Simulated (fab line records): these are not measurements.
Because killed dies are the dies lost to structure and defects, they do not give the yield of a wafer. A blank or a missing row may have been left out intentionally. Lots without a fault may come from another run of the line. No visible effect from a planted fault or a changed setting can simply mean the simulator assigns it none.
One fault through the eyes of 2 desks / flow berkeley cmos170 / each desk has only its own numbers; what lay behind them comes last

== METROLOGY DESK ==
Lot by lot, what the gauges showed, no matter which tool ran the lot: averages of those sampled wafers that carry a number. A lot is out of limits, marked OUT, if its mean lies more than 4 standard deviations from the usual mean; the brackets give that distance.
Columns: A = cd nm at UCB170_NSD_CD_MEAS_06, usual 1200.0 nm; B = cd nm at UCB170_M2_CD_MEAS_90, usual 699.6 nm; C = M3_OVL at UCB170_M3_OVL_MEAS_16, usual 1 nm
lot=L131; first seen here=day 7 16:09; A=1201.2; B=698.4; C=6
lot=L133; first seen here=day 7 17:33; A=1201.8; B=702.8; C=9
lot=L137; first seen here=day 8 19:56; A=1200.6; B=701.1; C=2
lot=L139; first seen here=day 9 04:20; A=1201.7; B=698.6; C=-1
lot=L138; first seen here=day 9 04:28; A=1201.0; B=698.9; C=-3
lot=L140; first seen here=day 9 04:45; A=1199.0; B=700.2; C=4
lot=L144; first seen here=day 10 05:13; A=1199.4; B=700.5; C=-2
lot=L146; first seen here=day 10 05:29; A=1198.8; B=699.4; C=0
lot=L145; first seen here=day 10 05:29; A=1197.6; B=697.5; C=3
lot=L141; first seen here=day 10 05:37; A=1200.3; B=700.0; C=1
lot=L143; first seen here=day 10 05:44; A=1201.3; B=691.8; C=3
lot=L148; first seen here=day 11 04:53; A=1200.5; B=691.5; C=1
lot=L150; first seen here=day 11 05:47; A=1198.6; B=702.7; C=1
lot=L154; first seen here=day 12 06:19; A=1200.3; B=698.1; C=2
This desk's verdict: no lot among the 14 shows anything out of limits.

== TOOL OWNER'S DESK, rie metal-01 ==
The tool's own readings at UCB170_M2_METAL_ETCH_18 (etches Al in Cl2/BCl3, stops on SiO2, target depth 1170 nm, time 195 s): means of the sampled wafers that have a number, for each lot that ran on this tool. A lot is out of limits, marked OUT, if its mean lies more than 4 standard deviations from the usual mean; the brackets give that distance.
Columns: A = bcl3 flow sccm at UCB170_M2_METAL_ETCH_18, usual 44.99 sccm; B = drypump motor current A at UCB170_M2_METAL_ETCH_18, usual 5.6 A; C = oes product au at UCB170_M2_METAL_ETCH_18, usual 0.852 a.u.; D = throttle valve pct at UCB170_M2_METAL_ETCH_18, usual 24.35 %
lot=L144; first seen here=day 10 20:08; A=44.92; B=5.1; C=0.864; D=24.35
lot=L146; first seen here=day 11 02:57; A=44.95; B=5.1; C=0.869; D=24.03
lot=L143; first seen here=day 11 03:25; A=44.98; B=5.1; C=0.781 (-8.4) OUT; D=24.38
lot=L148; first seen here=day 11 20:05; A=45.16; B=5.1; C=0.780 (-8.4) OUT; D=24.22
This desk finds L143, L148 out of limits, L143 being first, at day 11 03:25 (oes product au at UCB170_M2_METAL_ETCH_18). Within limits: L144, L146.

== BROUGHT TOGETHER ==
The tool owner's desk had the chance to raise an alarm at day 11 03:25 on L143, L148.
The metrology desk saw nothing out of limits.
The metrology desk has L143, L148 on record, within its limits.
Of the lots named, all ran UCB170_M2_METAL_ETCH_18 on rie metal-01.

== WHAT HAD BEEN PUT IN BY THE SIMULATOR ==
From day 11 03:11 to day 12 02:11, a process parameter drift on rie metal-01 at UCB170_M2_METAL_ETCH_18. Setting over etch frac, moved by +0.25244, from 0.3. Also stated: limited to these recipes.
Struck lots among those shown: L143, L148.
How many hours passed from the start of the fault until each desk's first out-of-limits reading: the tool owner's desk, 0.
